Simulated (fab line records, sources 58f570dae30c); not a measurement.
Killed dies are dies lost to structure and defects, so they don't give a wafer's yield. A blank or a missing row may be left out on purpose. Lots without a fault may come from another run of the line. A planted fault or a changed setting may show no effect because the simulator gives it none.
One fault seen from 2 desks | flow berkeley_cmos170 | each desk has only its own numbers; what lay behind them comes last

THE METROLOGY DESK
What the gauges read, lot by lot, whatever tool the lot ran on: means of the sampled wafers that have a number. A lot is out of limits, marked OUT, if its mean lies more than 4 standard deviations from the usual mean; the brackets give that distance.
Columns: A = PVT_TW at UCB170_PVT_TW_MEAS_09, usual 508.7; B = cd_nm at UCB170_GATE_CD_MEAS_12, usual 349.8 nm
lot  | first seen here | A               | B
L682 | day 6 10:41     | 510.6           | 349.7
L686 | day 7 08:52     | 508.2           | 352.2
L683 | day 7 09:27     | 505.8           | 349.3
L685 | day 7 09:37     | 509.9           | 350.5
L688 | day 7 15:05     | 508.5           | 348.6
L695 | day 8 22:11     | 514.3           | 349.6
L692 | day 8 22:17     | 573.2 (+24) OUT | 349.7
L694 | day 8 22:44     | 573.3 (+24) OUT | 349.4
L696 | day 9 13:17     | 511.0           | 350.7
L701 | day 9 19:11     | 509.3           | 350.9
L699 | day 9 19:25     | 506.0           | 349.0
L702 | day 10 13:43    | 508.6           | 349.2
L704 | day 10 14:16    | 510.6           | 350.7
This desk's finding: out of limits on L692, L694; first on L692, day 8 22:17 (PVT_TW at UCB170_PVT_TW_MEAS_09). In limits: L682, L686, L683, L685, L688, L695, L696, L701, L699, L702, L704.

THE TOOL OWNER'S DESK: implanter-04
The tool's own readings at UCB170_PVT_IMPLANT_07: means of the sampled wafers that have a number, for each lot that ran on this tool. A lot is out of limits, marked OUT, if its mean lies more than 4 standard deviations from the usual mean; the brackets give that distance.
Columns: A = dose_ions_cm2 at UCB170_PVT_IMPLANT_07, usual 1.9995e+12; B = faraday_current_uA at UCB170_PVT_IMPLANT_07, usual 6.33
lot  | first seen here | A                            | B
L685 | day 7 09:22     | 1.9981e+12                   | 6.15
L692 | day 8 22:02     | 2.9507e+12 (+99 or more) OUT | 9.23 (+22) OUT
L694 | day 8 22:29     | 2.9520e+12 (+99 or more) OUT | 9.50 (+24) OUT
This desk's finding: out of limits on L692, L694; first on L692, day 8 22:02 (dose_ions_cm2 at UCB170_PVT_IMPLANT_07). In limits: L685.

PUT TOGETHER
The tool owner's desk could have raised an alarm at day 8 22:02, on L692, L694.
The metrology desk could have raised an alarm at day 8 22:17, on L692, L694.
Of the lots named, all ran UCB170_PVT_IMPLANT_07 on implanter-04.

WHAT THE SIMULATOR HAD PUT IN
Process parameter drift: implanter-04, from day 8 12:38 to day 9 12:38, at UCB170_PVT_IMPLANT_07. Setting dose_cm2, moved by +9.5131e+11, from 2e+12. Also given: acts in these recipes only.
Lots struck among those shown: L692, L694.
Hours from the fault's start to each desk's first reading out of limits: the tool owner's desk, 9; the metrology desk, 10.
